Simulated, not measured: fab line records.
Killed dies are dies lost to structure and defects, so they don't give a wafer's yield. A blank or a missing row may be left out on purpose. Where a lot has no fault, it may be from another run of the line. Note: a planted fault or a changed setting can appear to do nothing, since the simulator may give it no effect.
Which tool is to blame?	flow berkeley-cmos170	45 wafers from 15 lots sampled at 5 of the route's 331 steps

## WHAT THE GAUGES READ, wafer by wafer
UCB170_NVT_TW_MEAS_09.
lot	measured	on	NVT_TW
L305	day 5 23:43	film-metro-03	521 524 518
L307	day 6 05:38	film-metro-02	529 529 530
L311	day 7 04:20	film-metro-02	529 527 526
L314	day 7 21:44	film-metro-03	520 521 521
L312	day 7 21:52	film-metro-02	525 526 529
L313	day 7 22:02	film-metro-01	527 532 533
L316	day 8 19:26	film-metro-01	532 531 531
L318	day 8 19:37	film-metro-03	527 523 523
L320	day 9 07:36	film-metro-01	528 530 531
L322	day 9 22:06	film-metro-02	532 531 530
L324	day 10 07:27	film-metro-02	529 528 528
L321	day 10 07:41	film-metro-02	528 528 528
L325	day 10 13:31	film-metro-02	531 527 526
L328	day 11 06:22	film-metro-02	532 531 528
L326	day 11 06:50	film-metro-02	531 529 528

UCB170_PSD_TW_MEAS_10.
lot	measured	on	PSD_TW
L305	day 7 10:00	film-metro-04	2316 2306 2319
L307	day 7 10:38	film-metro-03	2322 2313 2324
L311	day 8 10:47	film-metro-03	2325 2336 2336
L314	day 9 05:33	film-metro-04	2322 2318 2325
L312	day 9 05:46	film-metro-01	2356 2344 2342
L313	day 9 05:17	film-metro-04	2314 2314 2313
L316	day 10 03:10	film-metro-03	2322 2314 2321
L318	day 10 03:12	film-metro-04	2333 2324 2333
L320	day 10 19:53	film-metro-01	2351 2357 2357
L322	day 11 03:04	film-metro-03	2326 2321 2323
L324	day 11 17:05	film-metro-04	2324 2339 2331
L321	day 11 16:29	film-metro-01	2337 2349 2344
L325	day 11 16:37	film-metro-04	2319 2303 2320
L328	day 12 20:05	film-metro-03	2304 2303 2304
L326	day 12 20:08	film-metro-01	2363 2352 2363

## TOOL THAT RAN EACH LOT (tool first, then ch and the chambers of the sampled wafers, then the start)
lot	UCB170_PVT_COAT_01	UCB170_PVT_STRIP_08	UCB170_SPACER_ETCHBACK_03
L305	litho-track-01 ch 0, day 6 00:32	plasma-asher-04 ch 0,1, day 6 01:34	rie-diel-01 ch 1,2, day 7 07:39
L307	litho-track-03 ch 0, day 6 06:23	plasma-asher-04 ch 0,1, day 6 07:23	rie-diel-02 ch 1,2, day 7 07:43
L311	litho-track-02 ch 0, day 7 04:56	plasma-asher-03 ch 0,1, day 7 05:52	rie-diel-01 ch 0,2,3, day 8 08:45
L314	litho-track-03 ch 0, day 7 22:27	plasma-asher-03 ch 0,1, day 8 00:07	rie-diel-01 ch 1,2,3, day 9 03:34
L312	litho-track-01 ch 0, day 7 22:35	plasma-asher-03 ch 0,1, day 8 00:16	rie-diel-03 ch 0,3, day 9 03:34
L313	litho-track-02 ch 0, day 7 22:41	plasma-asher-04 ch 0,1, day 8 00:23	rie-diel-02 ch 2,3, day 9 03:34
L316	litho-track-01 ch 0, day 8 19:50	plasma-asher-03 ch 0,1, day 8 20:41	rie-diel-03 ch 0,2,3, day 10 01:30
L318	litho-track-03 ch 0, day 8 20:13	plasma-asher-02 ch 1, day 8 21:17	rie-diel-01 ch 1,2,3, day 10 01:30
L320	litho-track-03 ch 0, day 9 09:57	plasma-asher-02 ch 0,1, day 9 11:08	rie-diel-03 ch 2,3, day 10 18:19
L322	litho-track-03 ch 0, day 9 22:29	plasma-asher-03 ch 0, day 9 23:29	rie-diel-01 ch 1,2,3, day 11 01:36
L324	litho-track-01 ch 0, day 10 08:09	plasma-asher-04 ch 0,1, day 10 09:20	rie-diel-01 ch 0,1,2, day 11 15:07
L321	litho-track-03 ch 0, day 10 08:18	plasma-asher-02 ch 0,1, day 10 09:23	rie-diel-01 ch 0,2,3, day 11 15:02
L325	litho-track-01 ch 0, day 10 14:04	plasma-asher-02 ch 0,1, day 10 15:07	rie-diel-02 ch 1,2,3, day 11 15:02
L328	litho-track-01 ch 0, day 11 06:51	plasma-asher-02 ch 0, day 11 08:02	rie-diel-03 ch 0,3, day 12 17:18
L326	litho-track-02 ch 0, day 11 07:31	plasma-asher-02 ch 0,1, day 11 08:35	rie-diel-01 ch 0,1, day 12 17:22
- UCB170_PVT_COAT_01: resist thk 900 nm.
- UCB170_PVT_STRIP_08: strips in O2.
- UCB170_SPACER_ETCHBACK_03: etches SiO2 in CHF3/CF4/Ar, stops on Si, target depth 376 nm, time 100 s.

## WHAT THE TOOLS THEMSELVES READ (means of the sampled wafers that have a number; where no wafer has one, the mark that the record gives instead)
UCB170_PVT_COAT_01.
lot	tool	spin-speed-rpm (rpm)
L305	litho-track-01	1499.8
L307	litho-track-03	1499.6
L311	litho-track-02	1499.7
L314	litho-track-03	1499.6
L312	litho-track-01	1499.5
L313	litho-track-02	1500.3
L316	litho-track-01	1500.6
L318	litho-track-03	1500.4
L320	litho-track-03	1546.0
L322	litho-track-03	1546.7
L324	litho-track-01	1499.7
L321	litho-track-03	1545.9
L325	litho-track-01	1500.3
L328	litho-track-01	1499.4
L326	litho-track-02	1500.5

UCB170_PVT_STRIP_08.
lot	tool	chamber-pressure-mTorr (mTorr)	drypump-motor-current-A (A)	o2-flow-sccm (sccm)	oes-product-au (a.u.)	strip-time-to-endpoint-s (s)
L305	plasma-asher-04	3500	5.94	399.6	0.730	21.58
L307	plasma-asher-04	3500	5.94	399.7	0.731	21.68
L311	plasma-asher-03	3503	5.97	400.0	0.727	21.69
L314	plasma-asher-03	3498	5.96	400.5	0.735	21.55
L312	plasma-asher-03	3500	5.97	399.8	0.738	21.64
L313	plasma-asher-04	3498	6.15	401.0	0.729	21.66
L316	plasma-asher-03	3498	5.96	398.4	0.735	21.57
L318	plasma-asher-02	3498	5.88	399.1	0.736	21.58
L320	plasma-asher-02	3498	6.23	400.2	0.739	21.23
L322	plasma-asher-03	3499	5.97	400.2	0.733	21.37
L324	plasma-asher-04	3501	5.91	400.9	0.735	21.54
L321	plasma-asher-02	3498	6.22	398.8	0.737	21.32
L325	plasma-asher-02	3499	6.22	400.4	0.736	21.68
L328	plasma-asher-02	3499	6.37	400.9	0.733	21.60
L326	plasma-asher-02	3499	6.21	400.8	0.735	21.67

UCB170_SPACER_ETCHBACK_03.
lot	tool	chamber-pressure-mTorr (mTorr)	drypump-motor-current-A (A)	oes-product-au (a.u.)	rf-fwd-power-W (W)	throttle-valve-pct (%)
L305	rie-diel-01	200.26	5.9	0.906	495.6	6.46
L307	rie-diel-02	200.11	5.5	0.906	495.9	6.47
L311	rie-diel-01	200.05	5.4	0.894	497.6	6.48
L314	rie-diel-01	200.00	5.7	0.897	497.1	6.46
L312	rie-diel-03	200.11	5.4	0.889	496.7	6.54
L313	rie-diel-02	200.05	5.8	0.883	497.9	6.43
L316	rie-diel-03	199.95	5.4	0.898	495.2	6.53
L318	rie-diel-01	199.93	5.7	0.892	496.1	6.46
L320	rie-diel-03	199.84	5.4	0.907	495.0	6.52
L322	rie-diel-01	199.97	5.7	0.887	496.8	6.46
L324	rie-diel-01	199.80	5.5	0.897	496.9	6.47
L321	rie-diel-01	200.10	5.4	0.896	496.8	6.47
L325	rie-diel-02	200.05	5.7	0.908	497.1	6.48
L328	rie-diel-03	199.80	5.2	0.887	495.7	6.45
L326	rie-diel-01	200.03	5.0	0.914	497.4	6.49

## THE ANSWER, worked out from the rows above alone
Rule: usual is defined by the lots themselves. The widest of any qualifying gaps counts: lots, ordered by their means at a reading, are off when they make up no more than a third of the lots, leave a main group of 4 or more, and stand apart from it by 3 or more times the standard deviation of that group's means. A main group whose means are all the same, to the digits that the tables above print for the reading, isn't used. Also off: a lot with no number at a reading for which 4 or more lots have one. Any other lot the step has rows for is counted as sound. Order of review: gauges by route order, followed by the tools' own readings, for which a lot's mean as printed above is used. At the first step where some lot is off, the reading lying furthest off is the one used; lots without a number count as furthest.
Off, at UCB170_PVT_COAT_01 on spin-speed-rpm: L320, L322, L321. For the main group the mean is 1500.0 rpm and the standard deviation 0.42.
If a tool, at that step or one of the process steps before it, ran each lot that is off and ran no sound lot following the first of them, it fits. One fits: litho-track-03 at UCB170_PVT_COAT_01. Its last sound lot is L318 (day 8 20:13), its first lot that is off L320 (day 9 09:57): a fault that began between those two fits.
On the lots that are off, the tool's own readings at UCB170_PVT_COAT_01 differ by more than 5 times the standard deviation of the sound lots' means, which bears it out; spin-speed-rpm reads 1546.2 rpm there versus 1500.0 rpm on the sound lots.

## WHAT THE SIMULATOR HAD INSERTED
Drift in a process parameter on litho-track-03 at UCB170_PVT_COAT_01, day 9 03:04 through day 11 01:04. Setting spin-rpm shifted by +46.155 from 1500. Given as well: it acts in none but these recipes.
Struck lots among those shown: L320, L322, L321. The rule above found the same.
